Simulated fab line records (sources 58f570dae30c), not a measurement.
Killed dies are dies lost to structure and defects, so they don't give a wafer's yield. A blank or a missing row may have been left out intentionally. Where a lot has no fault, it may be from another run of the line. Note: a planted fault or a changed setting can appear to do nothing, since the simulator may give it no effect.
Struck lot and sound lot, side by side || flow berkeley cmos170 || 15 out of 331 route steps
Sound: the wafers L523.2, L523.3, L523.6. Struck: wafer L534.1. (L534.2, L534.4 of the same lot were not struck and are left out.) The cause comes at the end.
Per side, at each step with rows, come the tool, then ch with its chambers, and then its first start. Under that, the readings that differ: sound wafers || struck wafers || difference of the means || sigmas: that difference in standard deviations of wafers without a fault.
alike: same words and numbers on both sides, and readings whose means sit less than 2 such deviations apart. not compared: any withheld reading, any reading some wafer has no value for, any bound like >300 that may hide the same value, and any number with overlapping values for which the record gives no deviation.
Wherever a step has rows on one side only, a row that says differs or no value, or a row with sigmas, the two part there. Numbers that don't overlap but have no deviation are shown without sigmas and don't part them. A reading that every wafer of one side lacks parts them only if that side has two wafers or more.

UCB170_SPACER_THK_MEAS_01:
  sound on film metro-03 at day 9 09:39; struck on film metro-02 at day 10 19:34
{"reading": "SPACER_TEOS_THK (nm)", "sound": "375 377 380", "struck": 365, "difference": -12, "sigmas": -3}
then, 1 step without rows for these wafers: UCB170_SPACER_ANNEAL_02 (time 1800 s).
UCB170_SPACER_ETCHBACK_03: etches SiO2 in CHF3/CF4/Ar, stops on Si, target depth 376 nm, time 100 s.
  sound on rie diel-03 ch 1,2,3, day 9 14:23; struck on rie diel-01 ch 3, day 10 21:48
{"reading": "drypump motor current A (A)", "sound": "6.0 6.2 5.7", "struck": 5.1, "difference": -0.9, "sigmas": -2}
  alike: mfc ar sccm, oes product au, throttle valve pct
  not compared: rf hours counter h
then, 6 steps without rows for these wafers: UCB170_PSD_HMDS_00 (prime time 60 s); UCB170_PSD_COAT_01 (resist thk 900 nm); UCB170_PSD_SOFTBAKE_02 (time 60 s); UCB170_PSD_EXPOSE_03 (exposes mask PSELECT MOD, target cd 1200 nm); UCB170_PSD_PEB_04; UCB170_PSD_DEVELOP_05 (develop time 45 s).
UCB170_PSD_CD_MEAS_06 targets a cd of 1200 nm.
  sound on cd sem-01 at day 9 15:47; struck on cd sem-01 at day 10 23:25
  alike: cd nm
UCB170_PSD_OVL_MEAS_07:
  sound on overlay-02 at day 9 15:53; struck on overlay-01 at day 10 23:32
  alike: PSD_OVL
after that, 1 step had no rows for these wafers: UCB170_PSD_IMPLANT_08.
UCB170_PSD_STRIP_09: strips in O2.
  sound on plasma asher-02 ch 0,1, day 9 16:05; struck on plasma asher-02 ch 0, day 10 23:43
{"reading": "chamber pressure mTorr (mTorr)", "sound": "3502 3498 3494", "struck": 5252, "difference": "+1754", "sigmas": "+99 or more"}
  alike: drypump motor current A, oes product au, strip time to endpoint s
  not compared: rf hours counter h
UCB170_PSD_TW_MEAS_10:
  sound on film metro-02 at day 9 16:12; struck on film metro-01 at day 10 23:49
  alike: PSD_TW
UCB170_M3_PROBE_99:
  only the struck wafers here have rows in the record (prober-01, day 12 04:29); the sound ones have none

== WHERE THEY PART ==
First at UCB170_SPACER_THK_MEAS_01; last, within this record, at UCB170_M3_PROBE_99.

WHY: what the simulator had put in
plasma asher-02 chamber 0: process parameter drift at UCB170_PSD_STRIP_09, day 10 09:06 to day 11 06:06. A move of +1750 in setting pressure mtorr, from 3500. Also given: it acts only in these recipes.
